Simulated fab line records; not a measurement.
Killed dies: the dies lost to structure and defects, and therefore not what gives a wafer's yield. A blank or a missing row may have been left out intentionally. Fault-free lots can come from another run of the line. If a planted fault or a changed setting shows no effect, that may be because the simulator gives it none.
Chamber matching | flow rit-cmos | RIT_CONTACT_CVD_00 on pecvd-02: 3 sister chambers
The step deposits SiO2 from TEOS, target thk 400 nm, time 61 s. 14 wafers are shown with their chamber, then 7 later ones without.

== EACH WAFER AND ITS CHAMBER ==
wafer  | chamber | susceptor-temp-C (C) | heater-power-w (W)
L482.2 | 2       | 389.81               | 307
L482.3 | 0       | 389.84               | 309
L482.6 | 2       | 389.90               | 300
L485.2 | 0       | 389.81               | 346
L485.4 | 2       | 390.03               | 287
L485.6 | 0       | 390.00               | 257
L488.1 | 0       | 389.46               | 314
L488.2 | 1       | 389.99               | 260
L488.6 | 1       | 389.90               | 279
L495.2 | 2       | 390.05               | 313
L495.4 | 1       | 390.18               | 261
L495.5 | 0       | 389.66               | 332
L498.2 | 2       | 389.88               | 310
L498.4 | 1       | 390.04               | 311

SIGNATURES (averages over the wafers above)
reading          | chamber 0 | chamber 1 | chamber 2 | scatter within a chamber
susceptor-temp-C | 389.7540  | 390.0275  | 389.9340  | 0.151
heater-power-w   | 311.60    | 277.75    | 303.40    | 24.7
Rule: for a wafer and a chamber, the distance is found by dividing, reading by reading, the gap between the wafer's reading and the chamber's mean by the reading's scatter, squaring, summing and taking the root. If the next closest chamber is less than 2 further off than the closest, the wafer can't be placed; otherwise it belongs to the closest. The scatter: take each reading less its chamber's mean, square it, sum over the shown wafers, divide by the number of wafers less the number of chambers, and take the root.

== WAFERS MISSING THEIR CHAMBER ==
wafer  | susceptor-temp-C (C) | heater-power-w (W)
L498.6 | 389.99               | 339
L500.1 | 389.77               | 331
L500.3 | 389.99               | 300
L500.5 | 389.91               | 346
L502.1 | 389.87               | 297
L502.3 | 389.98               | 303
L502.4 | 390.11               | 259

== THE CHAMBER EACH PASSED THROUGH ==
wafer  | from the rows above          | in truth
L498.6 | can't be placed: 2 or 0 or 1 | 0
L500.1 | can't be placed: 0 or 2 or 1 | 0
L500.3 | can't be placed: 2 or 1 or 0 | 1
L500.5 | can't be placed: 2 or 0 or 1 | 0
L502.1 | can't be placed: 2 or 0 or 1 | 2
L502.3 | can't be placed: 2 or 1 or 0 | 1
L502.4 | can't be placed: 1 or 2      | 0
Correct placement for 0 of the 7. From these rows, 7 cannot be placed; in 6 the true chamber is one of the candidates. Placed wrongly: 0.
